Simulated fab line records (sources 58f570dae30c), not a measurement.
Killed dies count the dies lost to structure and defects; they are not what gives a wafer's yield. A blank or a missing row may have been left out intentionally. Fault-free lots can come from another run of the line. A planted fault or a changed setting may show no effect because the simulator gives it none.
Chamber matching    flow berkeley cmos170    UCB170_NWELL_WET_ETCH_00 on wet bench-01: 4 sister chambers
The step etches SiO2 in dHF, time 200 s. 14 wafers are shown with their chamber, then 7 later ones without.

## WAFERS WITH THEIR CHAMBER
wafer   chamber  run length s (s)  bath heat duty pct (%)
L532.3  1        224               4.7
L532.5  1        224               6.1
L532.6  1        224               6.0
L536.1  3        225               6.6
L536.3  3        225               7.0
L536.6  3        225               7.1
L535.2  1        225               5.7
L535.4  1        225               5.6
L535.6  1        225               6.1
L537.3  2        224               5.5
L537.4  2        224               4.4
L537.5  2        224               6.0
L542.2  0        226               6.3
L542.3  0        226               6.7

SIGNATURES (means of the wafers above)
reading             chamber 0  chamber 1  chamber 2  chamber 3  scatter within a chamber
run length s        226.00     224.50     224.00     225.00     0.387
bath heat duty pct  6.500      5.700      5.300      6.900      0.546
Rule: distance of a wafer from a chamber = root of the sum over the readings of ((wafer's reading minus chamber's mean) / reading's scatter) squared. The wafer belongs to the nearest chamber; if the next one is less than 2 further off, it can't be placed. The scatter: the root of (the sum of the squares of (reading less its chamber's mean) over the shown wafers, divided by (wafers less chambers)).

## WAFERS WITHOUT THEIR CHAMBER
wafer   run length s (s)  bath heat duty pct (%)
L542.4  226               6.9
L553.1  233               6.0
L553.4  233               7.0
L553.6  233               5.6
L554.1  234               5.6
L554.2  234               6.4
L554.4  234               7.7

## EACH ONE'S CHAMBER
wafer    from the rows above       in truth
L542.4   can't be placed: 0 or 3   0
L553.1   0                         0
L553.4   0                         0
L553.6   0                         0
L554.1   0                         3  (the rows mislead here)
L554.2   0                         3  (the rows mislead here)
L554.4   0                         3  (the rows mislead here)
Correct placement for 3 of the 7. Not placeable from these rows: 1 (in 1, the candidates include the true chamber). Number placed wrongly: 3.
